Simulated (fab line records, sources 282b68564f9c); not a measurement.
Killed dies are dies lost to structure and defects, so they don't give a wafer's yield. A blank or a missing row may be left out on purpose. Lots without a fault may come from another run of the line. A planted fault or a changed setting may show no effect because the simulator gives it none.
Chamber matching | flow rit_cmos | RIT_M1_STRIP_13 on wet_bench-03: 4 sister chambers
The step strips in nmp, time 600 s. 4 wafers are shown with their chamber, then 7 later ones without.

WAFERS WITH THEIR CHAMBER
wafer  | chamber | bath_heat_duty_pct (%)
L417.6 | 2       | 17.8
L418.6 | 1       | 16.5
L428.5 | 3       | 16.4
L432.4 | 0       | 19.9

WAFERS WITHOUT THEIR CHAMBER
wafer  | bath_heat_duty_pct (%)
L432.5 | 20.6
L433.2 | 18.0
L433.4 | 16.5
L433.6 | 19.3
L440.3 | 16.3
L440.4 | 14.8
L440.6 | 15.1

WHICH CHAMBER EACH WENT THROUGH
wafer  | from the rows above               | in truth
L432.5 | 0                                 | 0
L433.2 | can't be placed: 2 or 1 or 3 or 0 | 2
L433.4 | can't be placed: 1 or 3 or 2      | 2
L433.6 | can't be placed: 0 or 2           | 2
L440.3 | can't be placed: 3 or 1 or 2      | 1
L440.4 | can't be placed: 3 or 1 or 2      | 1
L440.6 | can't be placed: 3 or 1 or 2      | 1
Placed correctly: 1 of 7. Can't be placed from these rows: 6 (the true chamber is among the candidates in 6). Placed wrongly: 0.
How it was worked out, from the rows above alone: a wafer's distance from a chamber is the root of the sum, over the readings, of the square of ((its reading less the chamber's mean) divided by the reading's scatter). The wafer belongs to the nearest chamber; if the next one is less than 2 further off, it can't be placed. A chamber's mean is the mean of its shown wafers. The scatter: with one shown wafer a chamber, the root of the mean of the squares of how far each hidden wafer lies from its nearest shown one.
